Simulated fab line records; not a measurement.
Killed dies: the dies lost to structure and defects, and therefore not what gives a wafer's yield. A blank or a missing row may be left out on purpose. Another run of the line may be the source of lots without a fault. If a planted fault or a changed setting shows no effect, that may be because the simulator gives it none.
Split-lot study || flow rit-cmos || on a route of 202 steps: 5 lots, 23 wafers read

THE SPLIT
At RIT_PRETRO_SOFTBAKE_02 (time 60 s), the setting temp-c was moved away from the recipe's 90 C on 8 of the 23 wafers read, by -2.7% to +2.7%. The other wafers ran this setting at the recipe's value.

FROM THE SPLIT TO THE READING: what the file shows between them, 2 steps
- RIT_PRETRO_EXPOSE_03: exposes mask M5, target cd 43700 nm
- RIT_PRETRO_PEB_04

THE READING
NOVOLAK_of_PRETRO_COAT_01.thk-nm (the simulator's own value, which no gauge read), in nm, at RIT_PRETRO_DEVELOP_05 (develop time 68 s). No usual value for it is given in the file. Average 1302 nm, standard deviation 2.5 nm, over the 15 wafers here run with the recipe.

{"wafer": "L077.2", "tool, chamber at the split": "litho-track-04, 0", "temp-c as run, C": 90, "against the recipe": "recipe", "NOVOLAK_of_PRETRO_COAT_01.thk-nm, nm": 1299, "against lot-mates on the recipe": "-"}
{"wafer": "L077.3", "tool, chamber at the split": "litho-track-04, 0", "temp-c as run, C": 88.91, "against the recipe": "-1.2%", "NOVOLAK_of_PRETRO_COAT_01.thk-nm, nm": 1300, "against lot-mates on the recipe": "+1"}
{"wafer": "L077.4", "tool, chamber at the split": "litho-track-04, 0", "temp-c as run, C": 90, "against the recipe": "recipe", "NOVOLAK_of_PRETRO_COAT_01.thk-nm, nm": 1300, "against lot-mates on the recipe": "-"}
{"wafer": "L077.5", "tool, chamber at the split": "litho-track-04, 0", "temp-c as run, C": 90, "against the recipe": "recipe", "NOVOLAK_of_PRETRO_COAT_01.thk-nm, nm": 1297, "against lot-mates on the recipe": "-"}
{"wafer": "L077.6", "tool, chamber at the split": "litho-track-04, 0", "temp-c as run, C": 88.91, "against the recipe": "-1.2%", "NOVOLAK_of_PRETRO_COAT_01.thk-nm, nm": 1299, "against lot-mates on the recipe": "+0"}
{"wafer": "L078.1", "tool, chamber at the split": "litho-track-03, 0", "temp-c as run, C": 87.66, "against the recipe": "-2.6%", "NOVOLAK_of_PRETRO_COAT_01.thk-nm, nm": 1307, "against lot-mates on the recipe": "+5"}
{"wafer": "L078.6", "tool, chamber at the split": "litho-track-03, 0", "temp-c as run, C": 87.66, "against the recipe": "-2.6%", "NOVOLAK_of_PRETRO_COAT_01.thk-nm, nm": 1307, "against lot-mates on the recipe": "+5"}
{"wafer": "L078.3", "tool, chamber at the split": "litho-track-03, 0", "temp-c as run, C": 90, "against the recipe": "recipe", "NOVOLAK_of_PRETRO_COAT_01.thk-nm, nm": 1304, "against lot-mates on the recipe": "-"}
{"wafer": "L078.4", "tool, chamber at the split": "litho-track-03, 0", "temp-c as run, C": 90, "against the recipe": "recipe", "NOVOLAK_of_PRETRO_COAT_01.thk-nm, nm": 1300, "against lot-mates on the recipe": "-"}
{"wafer": "L078.5", "tool, chamber at the split": "litho-track-03, 0", "temp-c as run, C": 90, "against the recipe": "recipe", "NOVOLAK_of_PRETRO_COAT_01.thk-nm, nm": 1303, "against lot-mates on the recipe": "-"}
{"wafer": "L080.2", "tool, chamber at the split": "litho-track-03, 0", "temp-c as run, C": 90, "against the recipe": "recipe", "NOVOLAK_of_PRETRO_COAT_01.thk-nm, nm": 1303, "against lot-mates on the recipe": "-"}
{"wafer": "L080.4", "tool, chamber at the split": "litho-track-03, 0", "temp-c as run, C": 90, "against the recipe": "recipe", "NOVOLAK_of_PRETRO_COAT_01.thk-nm, nm": 1303, "against lot-mates on the recipe": "-"}
{"wafer": "L080.6", "tool, chamber at the split": "litho-track-03, 0", "temp-c as run, C": 90, "against the recipe": "recipe", "NOVOLAK_of_PRETRO_COAT_01.thk-nm, nm": 1303, "against lot-mates on the recipe": "-"}
{"wafer": "L080.3", "tool, chamber at the split": "litho-track-03, 0", "temp-c as run, C": 87.58, "against the recipe": "-2.7%", "NOVOLAK_of_PRETRO_COAT_01.thk-nm, nm": 1310, "against lot-mates on the recipe": "+7"}
{"wafer": "L080.5", "tool, chamber at the split": "litho-track-03, 0", "temp-c as run, C": 87.58, "against the recipe": "-2.7%", "NOVOLAK_of_PRETRO_COAT_01.thk-nm, nm": 1310, "against lot-mates on the recipe": "+7"}
{"wafer": "L081.1", "tool, chamber at the split": "litho-track-02, 0", "temp-c as run, C": 90, "against the recipe": "recipe", "NOVOLAK_of_PRETRO_COAT_01.thk-nm, nm": 1305, "against lot-mates on the recipe": "-"}
{"wafer": "L081.4", "tool, chamber at the split": "litho-track-02, 0", "temp-c as run, C": 90, "against the recipe": "recipe", "NOVOLAK_of_PRETRO_COAT_01.thk-nm, nm": 1305, "against lot-mates on the recipe": "-"}
{"wafer": "L081.2", "tool, chamber at the split": "litho-track-02, 0", "temp-c as run, C": 92.4, "against the recipe": "+2.7%", "NOVOLAK_of_PRETRO_COAT_01.thk-nm, nm": 1295, "against lot-mates on the recipe": -11}
{"wafer": "L081.3", "tool, chamber at the split": "litho-track-02, 0", "temp-c as run, C": 92.4, "against the recipe": "+2.7%", "NOVOLAK_of_PRETRO_COAT_01.thk-nm, nm": 1296, "against lot-mates on the recipe": -10}
{"wafer": "L081.6", "tool, chamber at the split": "litho-track-02, 0", "temp-c as run, C": 90, "against the recipe": "recipe", "NOVOLAK_of_PRETRO_COAT_01.thk-nm, nm": 1307, "against lot-mates on the recipe": "-"}
{"wafer": "L083.4", "tool, chamber at the split": "litho-track-04, 0", "temp-c as run, C": 90, "against the recipe": "recipe", "NOVOLAK_of_PRETRO_COAT_01.thk-nm, nm": 1301, "against lot-mates on the recipe": "-"}
{"wafer": "L083.5", "tool, chamber at the split": "litho-track-04, 0", "temp-c as run, C": 90, "against the recipe": "recipe", "NOVOLAK_of_PRETRO_COAT_01.thk-nm, nm": 1304, "against lot-mates on the recipe": "-"}
{"wafer": "L083.6", "tool, chamber at the split": "litho-track-04, 0", "temp-c as run, C": 90, "against the recipe": "recipe", "NOVOLAK_of_PRETRO_COAT_01.thk-nm, nm": 1303, "against lot-mates on the recipe": "-"}

FIT RESULTS
A straight line over all 23 wafers: NOVOLAK_of_PRETRO_COAT_01.thk-nm changes by -2.18 nm for each +1% of temp-c; r = -0.74; the points scatter about the line by 2.8 nm.
The same after taking each lot's own level away (the mean of its wafers on the recipe; 23 wafers): -2.74 nm for each +1%; r = -0.93; scatter 1.6 nm.
The reading moves by 7.4 nm for the largest change in temp-c, on that fit.
Across the lots, their own levels run from 1298.7 to 1305.7 nm, a range of 2.8 times the standard deviation given above.
So the lot-to-lot level blurs the effect unless lot-mates are compared.
Check: with one of the wafers moved furthest among these (-2.7%) left out of the fit, the line predicts +6.58 nm for it against its lot-mates. Against them it came out at +7 nm.

OTHER SPLITS ON THESE WAFERS
These wafers also went through other splits before the reading. Each is held against what the fit with the lots' levels taken away leaves over:
{"other split on the same wafers": "RIT_ACTIVE_OXIDATION_01 temp-c", "wafers away from the commonest value": 13, "r with NOVOLAK_of_PRETRO_COAT_01.thk-nm (lot level and that fit taken away)": -0.02}
{"other split on the same wafers": "RIT_ACTIVE_COAT_06 resist-thk-nm", "wafers away from the commonest value": 9, "r with NOVOLAK_of_PRETRO_COAT_01.thk-nm (lot level and that fit taken away)": -0.28}
{"other split on the same wafers": "RIT_ACTIVE_HARDBAKE_12 temp-c", "wafers away from the commonest value": 9, "r with NOVOLAK_of_PRETRO_COAT_01.thk-nm (lot level and that fit taken away)": -0.10}
{"other split on the same wafers": "RIT_NWELL_COAT_01 spin-rpm", "wafers away from the commonest value": 12, "r with NOVOLAK_of_PRETRO_COAT_01.thk-nm (lot level and that fit taken away)": "+0.00"}
{"other split on the same wafers": "RIT_PWELL_HARDBAKE_07 temp-c", "wafers away from the commonest value": 11, "r with NOVOLAK_of_PRETRO_COAT_01.thk-nm (lot level and that fit taken away)": -0.08}
{"other split on the same wafers": "RIT_NRETRO_COAT_01 spin-rpm", "wafers away from the commonest value": 7, "r with NOVOLAK_of_PRETRO_COAT_01.thk-nm (lot level and that fit taken away)": "+0.20"}

THE FILE'S OWN FIT
NOVOLAK_of_PRETRO_COAT_01.thk-nm changes by -2.76 nm for each +1% of temp-c, r = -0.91.
